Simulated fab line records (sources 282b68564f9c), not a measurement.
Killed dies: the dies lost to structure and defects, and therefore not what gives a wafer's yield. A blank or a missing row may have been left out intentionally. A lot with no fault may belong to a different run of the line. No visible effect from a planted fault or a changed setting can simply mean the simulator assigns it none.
8D (eight disciplines) problem report, filled in by code :: flow rit cmos :: the parts of the form that need people (team, actions taken, sign-off) are left out

1. WHAT IS WRONG
At RIT_ACTIVE_COAT_06, spin speed rpm averages 3133.0 rpm over 6 wafers from 2 lots, while fault-free wafers read 3249.9 rpm, standard deviation 2.1. Relative to the usual mean, that is a shift of -56 standard deviations.
The step: resist thk 995 nm.
The first sign was on wafer L215.1 at day 2 20:52, on litho track-03. The record holds 18 wafers of 6 lots with a number at this step. Rule for "out" (also "out of limits"): further than 4 standard deviations from the usual mean. The rest of the wafers with a number are treated as sound.

2. WHAT IT IS AND WHAT IT IS NOT
question: which readings at this step
is: spin speed rpm
is not: -

question: which lots
is: L215, L216
is not: L213, L222, L224, L229

question: which wafers of those lots
is: all that have a number
is not: -

question: read on which tools
is: litho track-03
is not: litho track-02, litho track-04

question: when
is: from day 2 20:52
is not: up to then (3 sound wafers); but 9 sound wafers of L222, L224, L229 came after

3. WHAT RULES OUT EACH SUSPECT
Counting: any tool at a process step up to the reading is kept as a suspect provided that every lot that is out went through it and no sound lot did after the first of them.
- litho track-03 at RIT_ACTIVE_COAT_06 (resist thk 995 nm): kept. It ran every lot that is out, first L215 (day 2 20:52), and no sound lot after that; its last sound lot up to then is L213 (day 2 10:20). Its own readings are out on those wafers: spin speed rpm.
After counting, what remains is litho track-03 at RIT_ACTIVE_COAT_06.

4. THE CAUSE (what the simulator had put in)
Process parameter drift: litho track-03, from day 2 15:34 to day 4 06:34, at RIT_ACTIVE_COAT_06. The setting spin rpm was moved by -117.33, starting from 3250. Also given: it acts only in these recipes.
This tool alone remained once counting was done.

5. THE EFFECT CHAIN, in route order
Rows list readings where the struck wafers' mean (over those with a number) sits beyond 3 standard deviations from the usual. Scope: only readings with a usual standard deviation given in the record; hours: median across lots of the time from each lot's start at the first step in this table that gives one to its start at this step; sigmas: change in usual standard deviations.
hours: 0
step: RIT_ACTIVE_COAT_06
reading: spin speed rpm
usual: 3249.9 rpm
on struck wafers: 3133.0
change: -116.9
sigmas: -56
The process steps in it:
- RIT_ACTIVE_COAT_06: resist thk 995 nm.
At these later measuring or inspecting steps, every struck wafer for which the step has a row has a number for every such reading, and none has moved that far: RIT_ACTIVE_CD_MEAS_11.

6. WHAT WOULD HAVE CAUGHT IT SOONER
In this record the first reading out of limits was taken at day 2 20:52, 5 hours after the fault began at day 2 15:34.
